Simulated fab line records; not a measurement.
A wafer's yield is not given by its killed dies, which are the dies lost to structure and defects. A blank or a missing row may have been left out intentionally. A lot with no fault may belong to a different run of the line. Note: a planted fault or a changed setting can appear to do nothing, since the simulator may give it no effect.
Comparing a struck lot with a sound one -- flow ritCmos -- 27 out of 202 route steps
Sound: these wafers, L213.2, L213.3, L213.4. Wafers L227.1, L227.4, L227.6 were the ones struck. The cause is given at the end.
Each step with rows lists, per side, the tool, then ch with its chambers, then its first start. Under that, the readings that differ: sound wafers -- struck wafers -- difference of the means -- sigmas: that difference in standard deviations of wafers without a fault.
alike: readings whose means differ by less than 2 such deviations, and words and numbers that are the same on both sides. not compared: withheld readings, readings that some wafer has no value for, bounds like >300 that may hide the same value, and numbers for which the record gives no deviation and whose values overlap.
Wherever a step has rows on one side only, a row that says differs or no value, or a row with sigmas, the two part there. Numbers that don't overlap but have no deviation are shown without sigmas and don't part them. A reading missing from all wafers of one side parts the sides only when that side holds two or more wafers.

first, 4 steps without rows for these wafers: RIT_CONTACT_SOFTBAKE_04 (time 60 s); RIT_CONTACT_EXPOSE_05 (exposes mask M11, target cd 1000 nm); RIT_CONTACT_PEB_06; RIT_CONTACT_DEVELOP_07 (develop time 120 s).
RIT_CONTACT_CD_MEAS_08: target cd 1000 nm.
  sound on cdSem-01 at day 3 20:17; struck on cdSem-01 at day 6 21:05
  alike: cdNm
RIT_CONTACT_OVL_MEAS_09:
  sound on overlay-01 at day 3 20:24; struck on overlay-01 at day 6 21:13
  alike: CONTACT_OVL
then, 1 step without rows for these wafers: RIT_CONTACT_HARDBAKE_10 (time 60 s).
RIT_CONTACT_ETCH_11: etches SiO2 in CHF3/CF4/Ar, stops on TiSi2, target depth 480 nm, time 320 s.
  sound on rieDiel-01 ch 1,2,3, day 3 20:35; struck on rieDiel-01 ch 0,2, day 6 21:23
  alike: CHF3_flow_sccm, drypumpMotorCurrentA, oesProductAu, throttleValvePct
  not compared: rfHoursCounterH
RIT_CONTACT_STRIP_12: strips in O2, time 180 s.
  sound on plasmaAsher-03 ch 0,1, day 3 20:47; struck on plasmaAsher-04 ch 0,1, day 6 21:35
  alike: drypumpMotorCurrentA
  not compared: rfHoursCounterH
RIT_CONTACT_CD_MEAS_90: target cd 1000 nm.
  sound on cdSem-01 at day 3 20:58; struck on cdSem-02 at day 6 21:46
  alike: cdNm
then, 2 steps without rows for these wafers: RIT_CONTACT_CLEAN_13 (cleans in SC1, time 600 s); RIT_CONTACT_CLEAN_14 (cleans in SC2, time 600 s).
RIT_M1_SPUTTER_00: material Al, target thk 400 nm, time 500 s.
  sound on pvdSputter-04 at day 3 21:25; struck on pvdSputter-02 at day 6 22:25
reading,sound,struck,difference,sigmas
chamberPressurePa (Pa),0.3993 0.4003 0.3997,0.3660 0.3675 0.3677,-0.0327,-41
model.Al_of_M1_SPUTTER_00.thkNm (nm),401.7 402.6 404.6,413.7 406.5 405.2,+5.5,
  alike: throttleValvePct
RIT_M1_RS_MEAS_01: measurement is done with a four-point probe.
  sound on filmMetro-04 at day 3 21:44; struck on filmMetro-03 at day 6 22:42
  alike: M1_AL_RS
RIT_M1_THK_MEAS_02: measures by xrf.
  sound on filmMetro-04 at day 3 21:50; struck on filmMetro-03 at day 6 22:49
  alike: M1_AL_THK
then, 6 steps without rows for these wafers: RIT_M1_HMDS_03 (prime time 60 s); RIT_M1_COAT_04 (resist thk 1300 nm); RIT_M1_SOFTBAKE_05 (time 60 s); RIT_M1_EXPOSE_06 (exposes mask M12, target cd 2600 nm); RIT_M1_PEB_07; RIT_M1_DEVELOP_08 (develop time 68 s).
RIT_M1_CD_MEAS_09: target cd 2600 nm.
  sound on cdSem-01 at day 3 22:55; struck on cdSem-01 at day 6 23:46
  alike: cdNm
RIT_M1_OVL_MEAS_10:
  sound on overlay-01 at day 3 23:02; struck on overlay-02 at day 6 23:53
  alike: M1_OVL
then, 1 step without rows for these wafers: RIT_M1_HARDBAKE_11 (time 120 s).
RIT_M1_METAL_ETCH_12: etches Al in Cl2/BCl3, stops on SiO2, time 165 s, target depth 600 nm.
  sound on rieMetal-03 ch 0,1, day 3 23:19; struck on rieMetal-03 ch 0,1, day 7 00:10
reading,sound,struck,difference,sigmas
model.etch.depthNm (nm),401.7 402.6 404.6,413.7 406.5 405.2,+5.5,
  alike: drypumpMotorCurrentA, oesProductAu, throttleValvePct
  not compared: rfHoursCounterH
then, 1 step without rows for these wafers: RIT_M1_STRIP_13 (strips in nmp, time 600 s).
RIT_M1_PROBE_99:
  sound on prober-01 at day 4 02:19; struck on prober-01 at day 7 02:36
  alike: defectLimitedYield, killed_at_M0_to_M3, killedAtContacts, killedAtFrontEnd, killedDies, killedOpen, killedShort, sort_bin_3_pad_short, sort_bin_5_function, sort_bin_6_memory, sortNPass, sortYieldPct

WHERE THEY PART
Only at RIT_M1_SPUTTER_00, within this record. Later steps at which nothing parts them and some readings are alike: RIT_M1_RS_MEAS_01, RIT_M1_THK_MEAS_02, RIT_M1_CD_MEAS_09, RIT_M1_OVL_MEAS_10, RIT_M1_METAL_ETCH_12, RIT_M1_PROBE_99.

WHY: what the simulator had put in
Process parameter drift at RIT_M1_SPUTTER_00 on pvdSputter-02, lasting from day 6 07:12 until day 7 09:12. Setting chamberPressurePa, moved by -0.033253, from 0.4.
